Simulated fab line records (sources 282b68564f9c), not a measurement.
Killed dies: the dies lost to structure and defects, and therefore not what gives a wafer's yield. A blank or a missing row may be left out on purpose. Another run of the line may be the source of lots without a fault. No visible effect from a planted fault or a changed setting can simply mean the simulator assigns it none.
The same fault as seen by 2 desks + flow rit_cmos + each desk has only its own numbers; what lay behind them comes last

THE METROLOGY DESK
What the gauges read for every lot (on any tool): the sampled wafers with a number, averaged. If a lot's mean is further than 4 standard deviations from the usual mean, the lot is out of limits and carries the mark OUT (the distance appears in the brackets).
Columns: A = PLDD_TW at RIT_PLDD_TW_MEAS_10, usual 2349; B = PLDD_RS at RIT_SDANNEAL_RS_MEAS_06, usual 178.8 ohm/sq
| lot  | first seen here | A              | B               |
|------|-----------------|----------------|-----------------|
| L132 | day 3 06:45     | 2340           | 179.5           |
| L133 | day 3 10:07     | 2380           | 179.1           |
| L134 | day 3 14:25     | 2375           | 179.5           |
| L136 | day 4 03:35     | 2363           | 178.8           |
| L138 | day 4 08:31     | 2712 (+16) OUT | 152.7 (-57) OUT |
| L140 | day 4 17:40     | 2366           | 178.9           |
| L141 | day 4 23:15     | 2369           | 178.2           |
| L143 | day 5 09:49     | 2731 (+17) OUT | 152.7 (-57) OUT |
| L146 | day 6 02:28     | 2376           | 177.7           |
| L148 | day 6 15:56     | 2331           | 179.1           |
| L149 | day 6 23:09     | 2336           | 178.3           |
| L150 | day 7 05:45     | 2371           | 178.8           |
| L153 | day 8 00:37     | 2336           | 178.8           |
| L154 | day 8 03:29     | 2366           | 178.5           |
This desk reports L138, L143 out of limits; the earliest was L138 at day 4 08:31 (PLDD_TW at RIT_PLDD_TW_MEAS_10). In limits: L132, L133, L134, L136, L140, L141, L146, L148, L149, L150, L153, L154.

AT THE TOOL OWNER'S DESK: implanter-04
The tool's own readings at RIT_PLDD_IMPLANT_08, given as means over the sampled wafers that have a number, one for each lot that went through this tool. If a lot's mean is further than 4 standard deviations from the usual mean, the lot is out of limits and carries the mark OUT (the distance appears in the brackets).
Columns: A = dose_ions_cm2 at RIT_PLDD_IMPLANT_08, usual 9.001e+14; B = end_station_pressure_torr at RIT_PLDD_IMPLANT_08, usual 7.3e-06 Torr; C = faraday_current_uA at RIT_PLDD_IMPLANT_08, usual 2815
| lot  | first seen here | A                           | B                  | C              |
|------|-----------------|-----------------------------|--------------------|----------------|
| L134 | day 3 14:07     | 9.005e+14                   | 7.4e-06            | 2791           |
| L136 | day 4 03:17     | 9.002e+14                   | 7.4e-06            | 2778           |
| L138 | day 4 08:14     | 1.710e+15 (+99 or more) OUT | 9.3e-06 (+5.3) OUT | 5303 (+52) OUT |
| L143 | day 5 09:31     | 1.710e+15 (+99 or more) OUT | 9.6e-06 (+6.1) OUT | 5361 (+53) OUT |
| L153 | day 8 00:20     | 9.005e+14                   | 7.0e-06            | 2808           |
| L154 | day 8 03:10     | 8.987e+14                   | 7.2e-06            | 2825           |
This desk's verdict: out of limits on L138, L143, starting with L138 at day 4 08:14 (dose_ions_cm2 at RIT_PLDD_IMPLANT_08). In limits: L134, L136, L153, L154.

ALL TOGETHER
An alarm could have come from the tool owner's desk at day 4 08:14, on L138, L143.
L138, L143 would have let the metrology desk raise an alarm at day 4 08:31.
On implanter-04, each named lot ran RIT_PLDD_IMPLANT_08.

WHAT WAS PUT IN BY THE SIMULATOR
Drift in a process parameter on implanter-04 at RIT_PLDD_IMPLANT_08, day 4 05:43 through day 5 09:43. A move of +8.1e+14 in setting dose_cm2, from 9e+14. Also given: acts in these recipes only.
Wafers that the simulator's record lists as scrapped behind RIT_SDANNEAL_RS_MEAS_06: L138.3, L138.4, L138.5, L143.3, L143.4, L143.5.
Lots struck among those shown: L138, L143.
Hours from the fault's start to each desk's first reading out of limits: the tool owner's desk, 3; the metrology desk, 3.
